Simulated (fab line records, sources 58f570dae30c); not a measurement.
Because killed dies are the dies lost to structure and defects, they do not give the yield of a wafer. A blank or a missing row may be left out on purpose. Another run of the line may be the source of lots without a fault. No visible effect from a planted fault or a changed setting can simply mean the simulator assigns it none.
fab line records | flow berkeley-cmos170 | part 2 of 2: steps 32 to 43 of 43
record: lots: 5 | wafers: 15 | last-day: 13
route steps=331 shown WELLDRIVE@56 ACTIVE@60 PFIELD@79 FIELD@89 SACOX@97
lots with no fault: from the same line, run without faults
start-h: hours from the record's opening day to when the first of the lot's shown wafers began | wait-h: how many hours have passed since the lot's step before this one | " unchanged from the row above | L1.1+2: one row covering several wafers at once | - no value, or no start given | * or withheld: withheld | < > ~ a bound
route shown NAME@n: a module of which the file shows steps, and the number in the route of the first | usual: average and standard deviation across the fault-free wafers | same: alike in all rows | chamber/n: place in a boat | sites: readings site by site | _std_site: standard deviation of those values | _edge_site: outer sites' mean less inner sites' | radius-mm: for every site, how far away it sits from the centre of the wafer | mask NAME#n: copy n | behind: tool/chamber where the wafer was last shaped | hold: reason for holding the lot/hours on hold/outcome of the hold | device: the n, p or np transistor that did not switch | end of line: the tests these same wafers got at the end of their route | a step given without rows: its recipe and nothing more | killed: dies that structure and defects cost at the first sort, which is not the same as the wafer's yield | map: per-die view of a wafer (x killed, . not killed, _ where there is no die)
set.NAME: the setting the step ran with; set.NAME@STEP: the setting that earlier step ran with | model.NAME: the simulator's own value behind a step, which no gauge read
lots at some steps of the route; a table a step, a row a wafer
services: the hour from which a tool's chamber was out of use, counted from the record's first day as start-h (under 0 if before that day), plus the number of hours and why
== steps ==
step: UCB170_PFIELD_STRIP_08
recipe: chemistry: O2 | power-w: 400 | pressure-mtorr: 3500 | platen-temp-c: withheld | o2-flow-sccm: 400 | overash-fraction: 0.5
usual: chamber-pressure-mTorr: 3500/3 | drypump-motor-current-A: 5.4/0.42 | oes-product-au: 0.734/0.0046 | strip-time-to-endpoint-s: 21.64/0.07
lot.wafer | tool            | chamber | start-h | wait-h | chamber-pressure-mTorr | drypump-motor-current-A | oes-product-au | rf-hours-counter-h | strip-time-to-endpoint-s
L079.1    | plasma-asher-04 | 0       | 120.37  | 0.1    | 3502                   | 5.5                     | 0.738          | 0                  | 21.72
L079.2    | "               | 1       | "       | "      | 3502                   | 5.4                     | 0.736          | 0                  | 21.73
L079.5    | "               | 0       | "       | "      | 3500                   | 5.5                     | 0.727          | -                  | 21.75
L082.1    | plasma-asher-01 | 0       | 132.21  | 0.1    | 3503                   | 5.6                     | 0.734          | 45                 | 21.74
L082.5    | "               | 0       | "       | "      | 3496                   | 5.6                     | 0.731          | -                  | 21.70
L082.6    | "               | 1       | "       | "      | 3501                   | 5.1                     | 0.730          | -                  | 21.82
L092.1    | plasma-asher-02 | 1       | 187.25  | 0.1    | 3499                   | 4.9                     | 0.740          | 42                 | 21.70
L092.4    | "               | 0       | "       | "      | 3509                   | 6.5                     | 0.735          | -                  | 21.66
L092.5    | "               | 1       | "       | "      | 3499                   | 4.9                     | 0.738          | -                  | 21.72
L094.2    | plasma-asher-04 | 1       | 187.80  | 0.1    | 3496                   | 5.4                     | 0.735          | 7                  | 21.59
L094.3    | "               | 1       | "       | "      | 3497                   | 5.4                     | 0.736          | -                  | 21.61
L094.5    | "               | 1       | "       | "      | 3501                   | 5.4                     | 0.732          | -                  | 21.61
L097.3    | plasma-asher-04 | 0       | 218.52  | 0.1    | 3497                   | 5.5                     | 0.738          | -                  | 21.58
L097.4    | "               | 1       | "       | "      | 3498                   | 5.4                     | 0.732          | -                  | 21.61
L097.5    | "               | 1       | "       | "      | 3501                   | 5.4                     | 0.737          | -                  | 21.59
step: UCB170_PFIELD_TW_MEAS_09
usual: PFIELD_TW: 603/3.1
lot.wafer | tool          | chamber | start-h | wait-h | PFIELD_TW
L079.1    | film-metro-04 | -       | 120.47  | 0.1    | 602
L079.2    | "             | -       | "       | "      | 601
L079.5    | "             | -       | "       | "      | 605
L082.1    | film-metro-01 | -       | 132.31  | 0.1    | 597
L082.5    | "             | -       | "       | "      | 599
L082.6    | "             | -       | "       | "      | 599
L092.1    | film-metro-01 | -       | 187.35  | 0.1    | 605
L092.4    | "             | -       | "       | "      | 605
L092.5    | "             | -       | "       | "      | 604
L094.2    | film-metro-04 | -       | 187.91  | 0.1    | 599
L094.3    | "             | -       | "       | "      | 603
L094.5    | "             | -       | "       | "      | 599
L097.3    | film-metro-04 | -       | 218.61  | 0.1    | 601
L097.4    | "             | -       | "       | "      | 599
L097.5    | "             | -       | "       | "      | 601
step: UCB170_FIELD_CLEAN_00
recipe: chemistry: dHF | dilution: 25:1 | time-s: 7.5
lot.wafer  | tool         | chamber | start-h | wait-h
L079.1+2+5 | wet-bench-04 | 0       | 120.74  | 0.3
L082.1+5+6 | wet-bench-02 | 1       | 135.23  | 2.9
L092.1+4+5 | wet-bench-04 | 0       | 187.41  | 0.1
L094.2+3+5 | wet-bench-04 | 1       | 187.99  | 0.1
L097.3+4+5 | wet-bench-04 | 0       | 220.78  | 2.2
step: UCB170_FIELD_OXIDATION_01
recipe: temp-c: 1000 | ambient: H2O | p-h2o-torr: 584.62 | target-thk-a: 5583 | ox-time-s: 7200
usual: tube_center_temp_C_max: 1002.6/0.48
lot.wafer | tool       | chamber | start-h | wait-h | tube_center_temp_C_max
L079.1    | furnace-01 | 0       | 122.89  | 2.1    | 1002.3
L079.2    | "          | 0       | "       | "      | 1002.8
L079.5    | "          | 0       | "       | "      | 1001.8
L082.1    | furnace-01 | 0       | 137.84  | 2.6    | 1002.4
L082.5    | "          | 0       | "       | "      | 1001.9
L082.6    | "          | 0       | "       | "      | 1002.0
L092.1    | furnace-02 | 0       | 194.17  | 6.8    | 1003.1
L092.4    | "          | 0       | "       | "      | 1002.6
L092.5    | "          | 0       | "       | "      | 1002.2
L094.2    | furnace-02 | 0       | 194.17  | 6.2    | 1002.4
L094.3    | "          | 0       | "       | "      | 1003.1
L094.5    | "          | 0       | "       | "      | 1002.9
L097.3    | furnace-04 | 0       | 222.49  | 1.7    | 1002.9
L097.4    | "          | 0       | "       | "      | 1002.8
L097.5    | "          | 0       | "       | "      | 1002.7
step: UCB170_FIELD_THK_MEAS_02
recipe: reads: SiO2_of_FIELD_OXIDATION_01
usual: FIELD_OXIDE_THK: 563/9
lot.wafer | tool          | chamber | start-h | wait-h | FIELD_OXIDE_THK[nm]
L079.1    | film-metro-02 | -       | 125.95  | 0.1    | 561
L079.2    | "             | -       | "       | "      | 561
L079.5    | "             | -       | "       | "      | 555
L082.1    | film-metro-04 | -       | 140.84  | 0.0    | 567
L082.5    | "             | -       | "       | "      | 563
L082.6    | "             | -       | "       | "      | 564
L092.1    | film-metro-03 | -       | 197.17  | 0.0    | 575
L092.4    | "             | -       | "       | "      | 572
L092.5    | "             | -       | "       | "      | 575
L094.2    | film-metro-04 | -       | 197.18  | 0.0    | 556
L094.3    | "             | -       | "       | "      | 558
L094.5    | "             | -       | "       | "      | 553
L097.3    | film-metro-03 | -       | 225.51  | 0.0    | 547
L097.4    | "             | -       | "       | "      | 541
L097.5    | "             | -       | "       | "      | 548
step: UCB170_FIELD_ANNEAL_03
recipe: temp-c: 1000 | time-s: 1200 | ambient: N2
usual: tube_center_temp_C_max: 1002.6/0.43
lot.wafer | tool       | chamber | start-h | wait-h | tube_center_temp_C_max
L079.1    | furnace-01 | 0       | 129.97  | 4.0    | 1003.0
L079.2    | "          | 0       | "       | "      | 1002.8
L079.5    | "          | 0       | "       | "      | 1002.8
L082.1    | furnace-04 | 0       | 146.06  | 5.2    | 1002.0
L082.5    | "          | 0       | "       | "      | 1003.3
L082.6    | "          | 0       | "       | "      | 1002.4
L092.1    | furnace-04 | 0       | 200.40  | 3.2    | 1002.9
L092.4    | "          | 0       | "       | "      | 1003.0
L092.5    | "          | 0       | "       | "      | 1003.2
L094.2    | furnace-04 | 0       | 200.40  | 3.2    | 1002.3
L094.3    | "          | 0       | "       | "      | 1001.9
L094.5    | "          | 0       | "       | "      | 1002.3
L097.3    | furnace-02 | 0       | 229.99  | 4.5    | 1002.2
L097.4    | "          | 0       | "       | "      | 1002.2
L097.5    | "          | 0       | "       | "      | 1003.0
step: UCB170_FIELD_WET_ETCH_04
recipe: chemistry: dHF | dilution: 10:1 | target: SiO2 | temp-c: 25 | time-s: 60
lot.wafer  | tool         | chamber | start-h | wait-h
L079.1+2+5 | wet-bench-01 | 1       | 131.30  | 0.0
L082.1+5+6 | wet-bench-04 | 2       | 147.40  | 0.0
L092.1+4+5 | wet-bench-04 | 3       | 201.73  | 0.0
L094.2+3+5 | wet-bench-04 | 3       | 201.73  | 0.0
L097.3+4+5 | wet-bench-01 | 1       | 231.32  | 0.0
step: UCB170_FIELD_WET_ETCH_05
recipe: chemistry: H3PO4 | target: Si3N4 | temp-c: 160 | time-s: 12600
lot.wafer  | tool         | chamber | start-h | wait-h
L079.1+2+5 | wet-bench-02 | 0       | 131.33  | 0.0
L082.1+5+6 | wet-bench-02 | 3       | 147.42  | 0.0
L092.1+4+5 | wet-bench-02 | 1       | 201.75  | 0.0
L094.2+3+5 | wet-bench-02 | 1       | 201.75  | 0.0
L097.3+4+5 | wet-bench-02 | 0       | 231.35  | 0.0
step: UCB170_FIELD_WET_ETCH_06
recipe: chemistry: BOE | dilution: 5:1 | target: SiO2 | temp-c: 25 | time-s: 22
lot.wafer  | tool         | chamber | start-h | wait-h
L079.1+2+5 | wet-bench-04 | 3       | 135.34  | 0.2
L082.1+5+6 | wet-bench-01 | 0       | 151.42  | 0.2
L092.1+4+5 | wet-bench-04 | 2       | 205.26  | 0.0
L094.2+3+5 | wet-bench-04 | 3       | 205.26  | 0.0
L097.3+4+5 | wet-bench-04 | 0       | 235.52  | 0.0
step: UCB170_FIELD_THK_MEAS_90
recipe: reads: SiO2_of_FIELD_OXIDATION_01
usual: FIELD_OXIDE_LEFT_1_THK: 446/9.3
lot.wafer | tool          | chamber | start-h | wait-h | FIELD_OXIDE_LEFT_1_THK[nm]
L079.1    | film-metro-02 | -       | 135.41  | 0.1    | 443
L079.2    | "             | -       | "       | "      | 443
L079.5    | "             | -       | "       | "      | 437
L082.1    | film-metro-03 | -       | 151.43  | 0.0    | 451
L082.5    | "             | -       | "       | "      | 447
L082.6    | "             | -       | "       | "      | 448
L092.1    | film-metro-04 | -       | 205.28  | 0.0    | 459
L092.4    | "             | -       | "       | "      | 454
L092.5    | "             | -       | "       | "      | 458
L094.2    | film-metro-03 | -       | 205.29  | 0.0    | 440
L094.3    | "             | -       | "       | "      | 441
L094.5    | "             | -       | "       | "      | 437
L097.3    | film-metro-04 | -       | 235.56  | 0.0    | 431
L097.4    | "             | -       | "       | "      | 423
L097.5    | "             | -       | "       | "      | 432
step: UCB170_SACOX_CLEAN_00
recipe: chemistry: dHF | dilution: 25:1 | time-s: 7.5
lot.wafer  | tool         | chamber | start-h | wait-h
L079.1+2+5 | wet-bench-04 | 3       | 135.54  | 0.1
L082.1+5+6 | wet-bench-04 | 0       | 151.49  | 0.1
L092.1+4+5 | wet-bench-04 | 2       | 205.34  | 0.1
L094.2+3+5 | wet-bench-04 | 0       | 205.34  | 0.0
L097.3+4+5 | wet-bench-04 | 1       | 235.60  | 0.0
step: UCB170_SACOX_OXIDATION_01
recipe: temp-c: 900 | ambient: O2 | target-thk-a: 144 | ox-time-s: 2502
usual: tube_center_temp_C_max: 902.4/0.38
lot.wafer | tool       | chamber | start-h | wait-h | tube_center_temp_C_max
L079.1    | furnace-02 | 0       | 138.07  | 2.5    | 902.5
L079.2    | "          | 0       | "       | "      | 901.7
L079.5    | "          | 0       | "       | "      | 902.7
L082.1    | furnace-02 | 0       | 155.99  | 4.5    | 902.2
L082.5    | "          | 0       | "       | "      | 903.2
L082.6    | "          | 0       | "       | "      | 902.7
L092.1    | furnace-02 | 0       | 210.89  | 5.5    | 902.3
L092.4    | "          | 0       | "       | "      | 901.8
L092.5    | "          | 0       | "       | "      | 902.1
L094.2    | furnace-02 | 0       | 210.89  | 5.5    | 902.4
L094.3    | "          | 0       | "       | "      | 901.9
L094.5    | "          | 0       | "       | "      | 902.3
L097.3    | furnace-01 | 0       | 239.12  | 3.5    | 902.0
L097.4    | "          | 0       | "       | "      | 902.6
L097.5    | "          | 0       | "       | "      | 902.2
== services ==
tool            | chamber | start-h | hours | kind
furnace-02      | -       | 72.20   | 1.5   | pm
implanter-04    | -       | 74.88   | 3.4   | pm
implanter-04    | -       | 85.55   | 1.6   | repair
furnace-02      | -       | 86.81   | 2.9   | pm
krf-scanner-01  | -       | 90.61   | 0.6   | repair
plasma-asher-03 | -       | 108.03  | 2.7   | repair
plasma-asher-04 | -       | 108.75  | 9.0   | pm
krf-scanner-02  | -       | 109.99  | 1.3   | pm
furnace-04      | -       | 127.56  | 1.2   | pm
krf-scanner-02  | -       | 128.51  | 4.4   | pm
furnace-02      | -       | 132.71  | 4.0   | pm
krf-scanner-01  | -       | 155.87  | 1.3   | pm
krf-scanner-02  | -       | 157.19  | 1.3   | repair
implanter-03    | -       | 162.49  | 3.1   | pm
rie-diel-03     | 0       | 180.05  | 4.7   | repair
krf-scanner-01  | -       | 193.24  | 0.8   | pm
plasma-asher-02 | -       | 193.35  | 4.3   | pm
wet-bench-03    | -       | 200.16  | 12.2  | repair
krf-scanner-01  | -       | 200.31  | 1.0   | pm
krf-scanner-02  | -       | 201.73  | 1.0   | pm
furnace-01      | -       | 207.46  | 3.1   | pm
krf-scanner-02  | -       | 208.59  | 4.0   | pm
furnace-04      | -       | 211.25  | 3.1   | pm
krf-scanner-02  | -       | 234.88  | 0.8   | pm
